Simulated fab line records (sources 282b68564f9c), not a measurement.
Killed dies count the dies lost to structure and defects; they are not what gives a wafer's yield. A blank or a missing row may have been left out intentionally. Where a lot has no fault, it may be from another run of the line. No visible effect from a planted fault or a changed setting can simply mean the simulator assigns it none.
A struck lot beside a sound one / flow ritCmos / 19 steps out of a route of 202
Sound: these wafers, L990.2, L990.3, L990.5. Wafers struck: L992.4, L992.5, L992.6. The cause is given at the end.
At each step with rows: each side's tool, then ch and its chambers, then its first start. Under that, the readings that differ: sound wafers / struck wafers / difference of the means / sigmas: that difference in standard deviations of wafers without a fault.
alike: readings whose means differ by less than 2 such deviations, and words and numbers that are the same on both sides. not compared: withheld readings, readings that some wafer has no value for, bounds like >300 that may hide the same value, and numbers for which the record gives no deviation and whose values overlap.
A row with sigmas, a row that says differs or no value, or rows on one side alone: a step with any of these is where the two part. When numbers do not overlap yet have no deviation, they are printed without sigmas and do not part them. Lack of a reading on every wafer of one side parts them only where that side has two or more wafers.

first, 3 steps without rows for these wafers: RIT_GATE_CLEAN_02 (cleans in dHF, time 30 s); RIT_GATE_CLEAN_03 (cleans in SC2, time 600 s); RIT_GATE_CLEAN_04 (cleans in dHF, time 60 s).
RIT_FOX2_THK_MEAS_91:
  struck on filmMetro-03, day 5 20:59; sound on filmMetro-01, day 5 10:55
  alike: FIELD_OXIDE_LEFT_2_THK
then, 2 steps without rows for these wafers: RIT_GATE_OXIDATION_05 (target thk 3 nm, ox time 270 s); RIT_GATE_ANNEAL_06 (time 600 s).
RIT_GATE_THK_MEAS_07:
  struck on filmMetro-04, day 5 22:35; sound on filmMetro-04, day 5 12:23
  alike: GATE_OXIDE_THK
then, 1 step without rows for these wafers: RIT_GATE_CVD_08 (deposits poly-Si from SiH4, target thk 250 nm, time 2220 s).
RIT_GATE_THK_MEAS_09:
  struck on filmMetro-04, day 6 02:05; sound on filmMetro-04, day 5 14:04
  alike: GATE_POLY_THK
then, 3 steps without rows for these wafers: RIT_GATE_HMDS_10 (prime time 60 s); RIT_GATE_COAT_11 (resist thk 850 nm); RIT_GATE_SOFTBAKE_12 (time 60 s).
RIT_GATE_EXPOSE_13: exposes mask M6, target cd 150 nm.
  sound on ilineStepper-02 ch 0, day 5 14:35; struck on ilineStepper-01 ch 0, day 6 02:50
reading=model.GATE.overlayXNm (nm); sound=-0.9471 -0.9471 -0.9471; struck=130.3 130.3 130.3; difference=+131.2; sigmas=
  alike: mask, focusOffsetNm
then, 2 steps without rows for these wafers: RIT_GATE_PEB_14; RIT_GATE_DEVELOP_15 (develop time 50 s).
RIT_GATE_CD_MEAS_16: target cd 150 nm.
  struck on cdSem-01, day 6 03:14; sound on cdSem-01, day 5 14:59
  alike: cdNm
RIT_GATE_OVL_MEAS_17:
  struck on overlay-01, day 6 03:19; sound on overlay-02, day 5 15:05
reading=GATE_OVL (nm); sound=0.6 -2.2 -0.3; struck=131.3 129.7 129.4; difference=+130.8; sigmas=+99 or more
then, 1 step without rows for these wafers: RIT_GATE_HARDBAKE_18 (time 60 s).
RIT_M1_PROBE_99:
  struck on prober-01, day 6 23:35; sound on prober-01, day 6 13:59
reading=model.etest.pldd.widthNm (nm); sound=3221 3211 3213; struck=3144 3138 3130; difference=-78; sigmas=
reading=model.etest.nldd.widthNm (nm); sound=3220 3206 3197; struck=3123 3147 3135; difference=-73; sigmas=
reading=model.etest.selectEdgeDiodeP.leakLog10A (angstrom); sound=-10.38 -10.46 -10.18; struck=-8.272 -8.223 -7.992; difference=+2.178; sigmas=
reading=model.etest.selectEdgeDiodeN.leakLog10A (angstrom); sound=-9.585 -9.789 -9.801; struck=-7.393 -7.495 -7.341; difference=+2.315; sigmas=
reading=model.etest.gateEndArray.leakLog10AUm; sound=-12.79 -12.75 -12.83; struck=-12.09 -11.98 -11.98; difference=+0.77; sigmas=
  alike: killedAtFrontEnd, killedDies, killedOpen, killedShort

## WHERE THEY PART
RIT_GATE_OVL_MEAS_17 only, going by this record. Later steps at which nothing parts them and some readings are alike: RIT_M1_PROBE_99.

WHY: what had been put in by the simulator
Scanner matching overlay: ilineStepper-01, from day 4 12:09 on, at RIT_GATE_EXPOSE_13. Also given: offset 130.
